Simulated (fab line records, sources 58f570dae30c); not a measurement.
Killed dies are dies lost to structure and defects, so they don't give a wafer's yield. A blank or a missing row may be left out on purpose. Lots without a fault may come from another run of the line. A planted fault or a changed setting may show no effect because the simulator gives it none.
One fault seen from 2 desks | flow berkeley_cmos170 | each desk has only its own numbers; what lay behind them comes last

THE TOOL OWNER'S DESK: lpcvd-01
The tool's own readings at UCB170_ACTIVE_CVD_05 (deposits Si3N4 from SiH2Cl2/NH3, target thk 220 nm, time 3300 s): means of the sampled wafers that have a number, for each lot that ran on this tool. A lot is out of limits, marked OUT, if its mean lies more than 4 standard deviations from the usual mean; the brackets give that distance.
Columns: A = spike_tc_centre_C at UCB170_ACTIVE_CVD_05, usual 802.1 C; B = spike_tc_load_C at UCB170_ACTIVE_CVD_05, usual 825 C; C = spike_tc_source_C at UCB170_ACTIVE_CVD_05, usual 824.0 C; D = susceptor_temp_C at UCB170_ACTIVE_CVD_05, usual 800.1 C
lot  | first seen here | A               | B              | C                | D
L320 | day 5 08:52     | 800.4           | 828            | 820.4            | 800.8
L321 | day 5 08:52     | 802.3           | 821            | 826.9            | 800.2
L323 | day 5 16:51     | 803.2           | 821            | 826.6            | 799.9
L327 | day 6 23:52     | 802.6           | 821            | 827.2            | 800.4
L330 | day 7 12:09     | 801.6           | 829            | 820.3            | 800.5
L331 | day 7 19:59     | 774.0 (-20) OUT | 791 (-11) OUT  | 797.3 (-9.2) OUT | 771.0 (-79) OUT
L332 | day 7 19:59     | 771.8 (-22) OUT | 799 (-8.7) OUT | 789.6 (-12) OUT  | 771.1 (-78) OUT
L333 | day 7 19:59     | 773.4 (-21) OUT | 792 (-11) OUT  | 796.8 (-9.4) OUT | 771.1 (-78) OUT
This desk's finding: out of limits on L331, L332, L333; first on L331, day 7 19:59 (spike_tc_centre_C at UCB170_ACTIVE_CVD_05). In limits: L320, L321, L323, L327, L330.

THE METROLOGY DESK
What the gauges read, lot by lot, whatever tool the lot ran on: means of the sampled wafers that have a number. A lot is out of limits, marked OUT, if its mean lies more than 4 standard deviations from the usual mean; the brackets give that distance.
Columns: A = ACTIVE_NITRIDE_THK at UCB170_ACTIVE_THK_MEAS_06, usual 221.1 nm
lot  | first seen here | A
L319 | day 5 01:07     | 221.1
L320 | day 5 10:47     | 224.6
L321 | day 5 10:47     | 221.9
L323 | day 5 18:47     | 218.6
L327 | day 7 01:48     | 222.2
L330 | day 7 14:04     | 223.3
L333 | day 7 21:55     | 127.0 (-47) OUT
L331 | day 7 21:55     | 127.7 (-47) OUT
L332 | day 7 21:56     | 128.6 (-46) OUT
L336 | day 8 20:50     | 223.0
L337 | day 9 07:48     | 222.1
L338 | day 9 07:48     | 222.1
L339 | day 9 18:52     | 218.6
L340 | day 9 18:54     | 225.2
L341 | day 10 06:32    | 220.7
This desk's finding: out of limits on L331, L332, L333; first on L333, day 7 21:55 (ACTIVE_NITRIDE_THK at UCB170_ACTIVE_THK_MEAS_06). In limits: L319, L320, L321, L323, L327, L330, L336, L337, L338, L339, L340, L341.

PUT TOGETHER
The tool owner's desk could have raised an alarm at day 7 19:59, on L331, L332, L333.
The metrology desk could have raised an alarm at day 7 21:55, on L331, L332, L333.
Of the lots named, all ran UCB170_ACTIVE_CVD_05 on lpcvd-01.

WHAT THE SIMULATOR HAD PUT IN
Process parameter drift: lpcvd-01, from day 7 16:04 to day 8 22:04, at UCB170_ACTIVE_CVD_05. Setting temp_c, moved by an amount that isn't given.
Lots struck among those shown: L331, L332, L333.
Hours from the fault's start to each desk's first reading out of limits: the tool owner's desk, 4; the metrology desk, 6.
